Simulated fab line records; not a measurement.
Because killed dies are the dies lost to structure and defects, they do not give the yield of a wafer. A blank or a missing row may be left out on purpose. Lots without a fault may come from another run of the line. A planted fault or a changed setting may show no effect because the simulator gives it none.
fab line records ; flow rit_cmos
record lots=12; wafers=36; last_day=7
route steps=202 shown ACTIVE@1 PWELL@48 PSD@147 M1@194
lots with no fault: from the same line, run without faults
start_h: hours from the record's first day to the start of the lot's first wafer shown ; wait_h: how many hours have passed since the lot's step before this one ; " the same as in the row above ; L1.1+2: a single row standing in for several wafers ; - value missing, or start not given ; * or withheld: withheld ; < > ~ a bound
route shown NAME@n: names a module that has steps shown in the file, with the first one's number in the route ; usual: the fault-free wafers' mean and standard deviation ; same: alike in all rows ; chamber/n: place in a boat ; sites: readings site by site ; _std_site: how widely they spread, as a standard deviation ; _edge_site: inner sites' mean taken away from outer sites' mean ; radius_mm: for every site, how far away it sits from the centre of the wafer ; mask NAME#n: copy n ; behind: the most recent tool/chamber to have shaped the wafer ; hold: reason for holding the lot/hours on hold/outcome of the hold ; device: names the non-switching transistor (n, p or np) ; end of line: at the end of the route, the tests of the same wafers ; where a step has no rows: the recipe by itself ; killed: at the first sort, the dies lost to defects and structure; wafer yield is something else ; map: a wafer's dies, x killed, . not, _ none there
set.NAME: the run value of the setting; set.NAME@STEP: its run value at that earlier step ; model.NAME: the simulator's own value behind a step, which no gauge read
the route's steps for a sample of lots (tables are steps, rows are wafers)
services: the hour from which a tool's chamber was out of use, counted from the record's first day as start_h (under 0 if before that day), plus the number of hours and why
## steps
# step RIT_ACTIVE_BOW_MEAS_00
# recipe mode=bow
# usual INCOMING_BOW=1/6.7
lot.wafer;tool;chamber;start_h;wait_h;INCOMING_BOW[um]
L446.2;film_metro-03;-;10.02;-;16
L446.5;film_metro-03;-;10.02;-;-5
L446.6;film_metro-03;-;10.02;-;11
L447.1;film_metro-04;-;15.00;-;1
L447.2;film_metro-04;-;15.00;-;3
L447.6;film_metro-04;-;15.00;-;-9
L448.2;film_metro-02;-;20.02;-;-5
L448.4;film_metro-02;-;20.02;-;0
L448.5;film_metro-02;-;20.02;-;-5
L449.2;film_metro-04;-;25.02;-;5
L449.4;film_metro-04;-;25.02;-;-2
L449.6;film_metro-04;-;25.02;-;-5
L450.1;film_metro-04;-;30.00;-;3
L450.4;film_metro-04;-;30.00;-;4
L450.6;film_metro-04;-;30.00;-;2
L451.1;film_metro-02;-;35.00;-;15
L451.3;film_metro-02;-;35.00;-;-17
L451.6;film_metro-02;-;35.00;-;3
L455.1;film_metro-02;-;55.00;-;-3
L455.2;film_metro-02;-;55.00;-;9
L455.3;film_metro-02;-;55.00;-;-8
L459.2;film_metro-02;-;75.02;-;6
L459.3;film_metro-02;-;75.02;-;-10
L459.4;film_metro-02;-;75.02;-;5
L460.2;film_metro-03;-;80.02;-;-1
L460.4;film_metro-03;-;80.02;-;11
L460.6;film_metro-03;-;80.02;-;5
L462.1;film_metro-02;-;90.00;-;-4
L462.3;film_metro-02;-;90.00;-;-4
L462.6;film_metro-02;-;90.00;-;0
L466.1;film_metro-03;-;110.00;-;-3
L466.2;film_metro-03;-;110.00;-;9
L466.5;film_metro-03;-;110.00;-;-8
L468.2;film_metro-04;-;120.02;-;2
L468.4;film_metro-04;-;120.02;-;7
L468.6;film_metro-04;-;120.02;-;-11
# step RIT_PWELL_STRIP_09
# recipe chemistry=O2; time_s=180; resist=NOVOLAK; platen_temp_c=withheld; power_w=500; pressure_mtorr=4000; o2_flow_sccm=4000
# usual drypump_motor_current_A=5.34/0.25
lot.wafer;tool;chamber;start_h;wait_h;drypump_motor_current_A;rf_hours_counter_h
L446.2;plasma_asher-02;0;26.46;0.1;5.59;38
L446.5;plasma_asher-02;1;26.46;0.1;5.43;-
L446.6;plasma_asher-02;0;26.46;0.1;5.60;-
L447.1;plasma_asher-02;0;30.31;0.1;5.58;38
L447.2;plasma_asher-02;1;30.31;0.1;5.46;38
L447.6;plasma_asher-02;1;30.31;0.1;5.41;-
L448.2;plasma_asher-01;0;34.72;0.1;5.82;23
L448.4;plasma_asher-01;0;34.72;0.1;5.81;-
L448.5;plasma_asher-01;1;34.72;0.1;5.08;-
L449.2;plasma_asher-02;0;40.57;0.1;5.59;39
L449.4;plasma_asher-02;1;40.57;0.1;5.43;-
L449.6;plasma_asher-02;0;40.57;0.1;5.58;-
L450.1;plasma_asher-03;1;44.91;0.1;5.15;40
L450.4;plasma_asher-03;0;44.91;0.1;5.14;-
L450.6;plasma_asher-03;1;44.91;0.1;5.13;-
L451.1;plasma_asher-01;0;48.89;0.1;5.82;25
L451.3;plasma_asher-01;0;48.89;0.1;5.83;-
L451.6;plasma_asher-01;1;48.89;0.1;5.08;-
L455.1;plasma_asher-01;0;71.86;0.1;5.82;27
L455.2;plasma_asher-01;1;71.86;0.1;5.11;27
L455.3;plasma_asher-01;0;71.86;0.1;5.83;-
L459.2;plasma_asher-03;0;87.93;0.1;5.15;45
L459.3;plasma_asher-03;0;87.93;0.1;5.19;-
L459.4;plasma_asher-03;1;87.93;0.1;5.14;-
L460.2;plasma_asher-03;1;93.79;0.1;5.15;45
L460.4;plasma_asher-03;1;93.79;0.1;5.16;-
L460.6;plasma_asher-03;0;93.79;0.1;5.15;-
L462.1;plasma_asher-03;0;104.61;0.1;5.16;47
L462.3;plasma_asher-03;0;104.61;0.1;5.16;-
L462.6;plasma_asher-03;0;104.61;0.1;5.15;-
L466.1;plasma_asher-02;1;122.39;0.1;5.43;47
L466.2;plasma_asher-02;0;122.39;0.1;5.59;47
L466.5;plasma_asher-02;1;122.39;0.1;5.45;-
L468.2;plasma_asher-03;0;133.87;0.1;5.17;2
L468.4;plasma_asher-03;0;133.87;0.1;5.15;-
L468.6;plasma_asher-03;0;133.87;0.1;5.16;-
# step RIT_PSD_DEVELOP_05
# recipe resist=NOVOLAK; develop_time_s=50; dev_temp_c=23
# usual developer_temp_C=23.01/0.12
# same develop_time_s=50
lot.wafer;tool;chamber;start_h;wait_h;developer_temp_C
L446.2;litho_track-02;0;54;-;23.08
L446.5;litho_track-02;0;54;-;23.00
L446.6;litho_track-02;0;54;-;22.93
L447.1;litho_track-02;0;58;-;22.92
L447.2;litho_track-02;0;58;-;22.98
L447.6;litho_track-02;0;58;-;23.19
L448.2;litho_track-04;0;63;-;22.86
L448.4;litho_track-04;0;63;-;23.13
L448.5;litho_track-04;0;63;-;23.01
L449.2;litho_track-04;0;66;-;23.05
L449.4;litho_track-04;0;66;-;23.04
L449.6;litho_track-04;0;66;-;23.15
L450.1;litho_track-01;0;74;-;22.84
L450.4;litho_track-01;0;74;-;22.94
L450.6;litho_track-01;0;74;-;22.85
L451.1;litho_track-04;0;79;-;23.13
L451.3;litho_track-04;0;79;-;23.10
L451.6;litho_track-04;0;79;-;22.97
L455.1;litho_track-01;0;101;-;23.95
L455.2;litho_track-01;0;101;-;23.85
L455.3;litho_track-01;0;101;-;23.92
L459.2;litho_track-01;0;115;-;23.85
L459.3;litho_track-01;0;115;-;23.80
L459.4;litho_track-01;0;115;-;24.04
L460.2;litho_track-02;0;122;-;23.13
L460.4;litho_track-02;0;122;-;23.23
L460.6;litho_track-02;0;122;-;23.24
L462.1;litho_track-04;0;130;-;23.18
L462.3;litho_track-04;0;130;-;23.05
L462.6;litho_track-04;0;130;-;23.10
L466.1;litho_track-04;0;150;-;22.80
L466.2;litho_track-04;0;150;-;22.91
L466.5;litho_track-04;0;150;-;22.95
L468.2;litho_track-02;0;163;-;22.92
L468.4;litho_track-02;0;163;-;22.95
L468.6;litho_track-02;0;163;-;22.86
# step RIT_M1_OVL_MEAS_10
# usual M1_OVL=-0.3/1.3
lot.wafer;tool;chamber;start_h;wait_h;M1_OVL[nm]
L446.2;overlay-02;-;60.58;0.1;-0.6
L446.5;overlay-02;-;60.58;0.1;0.7
L446.6;overlay-02;-;60.58;0.1;-0.6
L447.1;overlay-02;-;64.36;0.1;-0.3
L447.2;overlay-02;-;64.36;0.1;1.0
L447.6;overlay-02;-;64.36;0.1;1.3
L448.2;overlay-02;-;69.70;0.1;-1.8
L448.4;overlay-02;-;69.70;0.1;-1.1
L448.5;overlay-02;-;69.70;0.1;-2.1
L449.2;overlay-01;-;73.39;0.1;0.2
L449.4;overlay-01;-;73.39;0.1;-0.8
L449.6;overlay-01;-;73.39;0.1;-0.9
L450.1;overlay-02;-;80.42;0.1;-0.5
L450.4;overlay-02;-;80.42;0.1;-0.3
L450.6;overlay-02;-;80.42;0.1;-1.1
L451.1;overlay-01;-;85.67;0.1;0.3
L451.3;overlay-01;-;85.67;0.1;-1.0
L451.6;overlay-01;-;85.67;0.1;-0.5
L455.1;overlay-02;-;107.39;0.1;-2.5
L455.2;overlay-02;-;107.39;0.1;-1.0
L455.3;overlay-02;-;107.39;0.1;-0.8
L459.2;overlay-02;-;121.69;0.1;-0.1
L459.3;overlay-02;-;121.69;0.1;-0.2
L459.4;overlay-02;-;121.69;0.1;-2.0
L460.2;overlay-01;-;128.86;0.1;1.9
L460.4;overlay-01;-;128.86;0.1;1.5
L460.6;overlay-01;-;128.86;0.1;0.7
L462.1;overlay-01;-;136.27;0.1;-0.6
L462.3;overlay-01;-;136.27;0.1;0.0
L462.6;overlay-01;-;136.27;0.1;-0.5
L466.1;overlay-01;-;156.01;0.1;-2.2
L466.2;overlay-01;-;156.01;0.1;0.1
L466.5;overlay-01;-;156.01;0.1;-2.6
L468.2;overlay-01;-;169.27;0.1;1.0
L468.4;overlay-01;-;169.27;0.1;0.1
L468.6;overlay-01;-;169.27;0.1;1.3
# step RIT_M1_PROBE_99
# usual killed_at_contacts=0.0/0.16; killed_at_front_end=7.1/2.7; killed_dies=7.2/2.7; killed_open=3.5/1.9; killed_short=3.6/1.9
# same gross_dies=264; killed_at_M0_to_M3=0; killed_at_M4_up=0; killed_at_back_side=0; killed_at_other=0
lot.wafer;tool;chamber;start_h;wait_h;killed_at_contacts;killed_at_front_end;killed_dies;killed_open;killed_short
L455.1;prober-01;-;110.09;0.1;0;7;7;2;5
L455.2;prober-01;-;110.14;0.1;0;9;9;5;4
L455.3;prober-01;-;110.19;0.2;0;7;7;2;5
L459.2;prober-01;-;124.67;0.1;0;3;3;2;1
L459.3;prober-01;-;124.72;0.2;0;7;7;3;4
L459.4;prober-01;-;124.77;0.2;0;8;8;6;2
L460.2;prober-02;-;131.47;0.1;0;7;7;3;4
L460.4;prober-02;-;131.57;0.2;0;10;10;4;5
L460.6;prober-02;-;131.67;0.2;0;7;7;2;5
L462.1;prober-02;-;138.82;0.1;0;8;8;2;6
L462.3;prober-02;-;138.92;0.2;0;14;14;6;8
L462.6;prober-02;-;139.07;0.2;0;9;9;4;5
L466.1;prober-02;-;158.55;0.1;0;10;10;7;3
L466.2;prober-02;-;158.60;0.1;0;9;9;6;3
L466.5;prober-02;-;158.75;0.2;0;13;13;8;5
L468.2;prober-02;-;171.87;0.1;0;4;4;3;1
L468.4;prober-02;-;171.97;0.2;0;4;4;2;2
L468.6;prober-02;-;172.07;0.2;0;6;6;3;3
# killed by level:class
L455.1 SILICIDE:geometric_particle:short=3 GATE:geometric_particle:short=2 GATE:geometric_particle:open=1 REOX:geometric_particle:open=1
L455.2 GATE:geometric_particle:short=2 GATE:geometric_particle:open=2 REOX:geometric_particle:open=2 SPACER:geometric_particle:short=2 FOX2:geometric_particle:open=1
L455.3 GATE:geometric_particle:short=2 GATE:geometric_particle:open=2 REOX:geometric_particle:short=1 SPACER:geometric_particle:short=1 SILICIDE:geometric_particle:short=1
L459.2 FOX1:geometric_particle:short=1 REOX:geometric_particle:open=1 SPACER:geometric_particle:open=1
L459.3 FOX2:geometric_particle:short=2 FOX1:geometric_particle:open=1 FOX1:geometric_particle:short=1 FOX2:geometric_particle:open=1 GATE:geometric_particle:short=1 REOX:geometric_particle:open=1
L459.4 SPACER:geometric_particle:open=4 FOX1:geometric_particle:short=1 FOX1:geometric_particle:open=1 FOX2:geometric_particle:short=1 GATE:geometric_particle:open=1
L460.2 GATE:geometric_particle:short=2 GATE:geometric_particle:open=2 FOX1:geometric_particle:short=1 REOX:geometric_particle:open=1 REOX:geometric_particle:short=1
L460.4 GATE:geometric_particle:short=3 GATE:geometric_particle:open=1 REOX:geometric_particle:open=1 REOX:geometric_particle:short=1 SPACER:geometric_particle:open=1 SILICIDE:geometric_particle:short=1 SILICIDE:geometric_particle:open=1 PLDD:coat_microbubble_printed=1
L460.6 SPACER:geometric_particle:short=3 GATE:geometric_particle:open=2 GATE:geometric_particle:short=1 REOX:geometric_particle:short=1
L462.1 GATE:geometric_particle:short=3 FOX2:geometric_particle:short=2 GATE:geometric_particle:open=2 REOX:geometric_particle:short=1
L462.3 SILICIDE:geometric_particle:open=3 FOX2:geometric_particle:short=2 GATE:geometric_particle:open=2 REOX:geometric_particle:short=2 SPACER:geometric_particle:short=2 FOX1:geometric_particle:open=1 GATE:geometric_particle:short=1 SILICIDE:geometric_particle:short=1
L462.6 FOX2:geometric_particle:short=3 GATE:geometric_particle:open=3 FOX1:geometric_particle:short=1 GATE:geometric_particle:short=1 SILICIDE:geometric_particle:open=1
L466.1 GATE:geometric_particle:open=5 GATE:geometric_particle:short=2 REOX:geometric_particle:short=1 REOX:geometric_particle:open=1 SILICIDE:geometric_particle:open=1
L466.2 GATE:geometric_particle:open=4 GATE:geometric_particle:short=2 REOX:geometric_particle:open=2 REOX:geometric_particle:short=1
L466.5 GATE:geometric_particle:open=4 FOX1:geometric_particle:open=2 GATE:geometric_particle:short=2 FOX1:geometric_particle:short=1 FOX2:geometric_particle:open=1 REOX:geometric_particle:short=1 SPACER:geometric_particle:short=1 SILICIDE:geometric_particle:open=1
L468.2 GATE:geometric_particle:open=1 GATE:geometric_particle:short=1 REOX:geometric_particle:open=1 SPACER:geometric_particle:open=1
L468.4 REOX:geometric_particle:short=2 FOX1:geometric_particle:open=1 GATE:geometric_particle:open=1
L468.6 GATE:geometric_particle:open=2 FOX1:geometric_particle:short=1 GATE:geometric_particle:short=1 REOX:geometric_particle:open=1 REOX:geometric_particle:short=1
## services
tool;chamber;start_h;hours;kind
plasma_asher-01;-;40.98;2.3;repair
plasma_asher-02;-;41.58;7.8;repair
plasma_asher-03;-;108.75;9.0;pm
plasma_asher-03;0;108.75;9.0;vent_cycle
plasma_asher-03;1;108.75;9.0;vent_cycle
plasma_asher-02;-;109.58;2.8;pm
plasma_asher-03;0;117.75;-;clean
plasma_asher-03;1;117.75;-;clean
## key
first_sign step=RIT_PSD_DEVELOP_05; reading=developer_temp_C; direction=up; sigmas=7.7; usual=*; struck=*
effect none on later readings
met_at RIT_PSD_DEVELOP_05
struck_lots L455,L459
tester_left_out L455,L459
not_acting_at RIT_ACTIVE_BOW_MEAS_00,RIT_PWELL_STRIP_09,RIT_M1_OVL_MEAS_10
onset_between 74 101
fault kind=process_parameter_drift; tool=litho_track-01; chamber=-; onset_h=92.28; steps=RIT_PSD_DEVELOP_05; channel=dev_temp_c; offset=*; shape=step; end_h=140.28; acts_in=*; stated=*
# tester_left_out: of these lots the tester's yield and bins aren't shown, on N5 and GAA mostly nor the transistor test; their killed dies are dies lost to structure and defects alone, not to doping, threshold or leakage, so they don't give the yield
